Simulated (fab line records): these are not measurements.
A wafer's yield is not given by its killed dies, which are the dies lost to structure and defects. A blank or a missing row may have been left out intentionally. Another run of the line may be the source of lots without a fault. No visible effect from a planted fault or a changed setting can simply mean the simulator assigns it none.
Which of the tools did it?    flow rit-cmos    45 wafers sampled from 15 lots at 1 step of a route of 202

== WHAT THE GAUGES READ, wafer by wafer ==
No reading from a measuring or inspecting step in the record can be judged against a usual standard deviation.

== TOOL THAT RAN EACH LOT (tool first, then ch and the chambers of the sampled wafers, then the start) ==
lot   RIT_PWELL_DEVELOP_05
L118  litho-track-04 ch 0, day 2 03:00
L119  litho-track-04 ch 0, day 2 08:00
L120  litho-track-03 ch 0, day 2 14:00
L122  litho-track-02 ch 0, day 2 23:00
L125  litho-track-04 ch 0, day 3 14:00
L126  litho-track-02, day 3 19:00
L127  litho-track-04, day 3 23:00
L128  litho-track-03, day 4 04:00
L131  litho-track-02 ch 0, day 4 20:00
L135  litho-track-02 ch 0, day 5 16:00
L136  litho-track-03 ch 0, day 5 21:00
L137  litho-track-03 ch 0, day 6 02:00
L138  litho-track-03 ch 0, day 6 07:00
L139  litho-track-02 ch 0, day 6 12:00
L140  litho-track-04 ch 0, day 6 16:00
- RIT_PWELL_DEVELOP_05: develop time 68 s.

== WHAT THE TOOLS THEMSELVES READ (means of the sampled wafers that have a number; where no wafer has one, the mark that the record gives instead) ==
RIT_PWELL_DEVELOP_05. Usual: chill-plate-temp-C at 23.00 C, with a standard deviation of 0.11.
lot   tool            chill-plate-temp-C (C)  flag
L118  litho-track-04  22.96                   
L119  litho-track-04  22.87                   
L120  litho-track-03  23.12                   
L122  litho-track-02  23.00                   
L125  litho-track-04  23.00                   
L126  litho-track-02  -                       OFF
L127  litho-track-04  -                       OFF
L128  litho-track-03  -                       OFF
L131  litho-track-02  22.89                   
L135  litho-track-02  23.13                   
L136  litho-track-03  23.03                   
L137  litho-track-03  22.92                   
L138  litho-track-03  23.05                   
L139  litho-track-02  23.03                   
L140  litho-track-04  22.94                   

== THE ANSWER, worked out from the rows above alone ==
Rule: a lot is off if the mean of its wafers that have a number lies more than 3 standard deviations from the usual mean. A lot without any number at a reading at which 4 lots or more have one is off too. Where the step has rows for the other lots, those lots are counted as sound. After the gauges, taken in route order, come the tools' own readings; for these a lot's mean is taken, as printed above. The first step at which some lot is off is used, and at that step the reading that is off furthest; a lot without a number counts as furthest.
Off at RIT_PWELL_DEVELOP_05 (chill-plate-temp-C): L126, L127, L128. Without a number there: L126, L127, L128.
A tool fits if, at that step or a process step before it, it ran every lot that is off, and no sound lot after the first of them. Of those tried, none fits.

== WHAT THE SIMULATOR HAD PUT IN ==
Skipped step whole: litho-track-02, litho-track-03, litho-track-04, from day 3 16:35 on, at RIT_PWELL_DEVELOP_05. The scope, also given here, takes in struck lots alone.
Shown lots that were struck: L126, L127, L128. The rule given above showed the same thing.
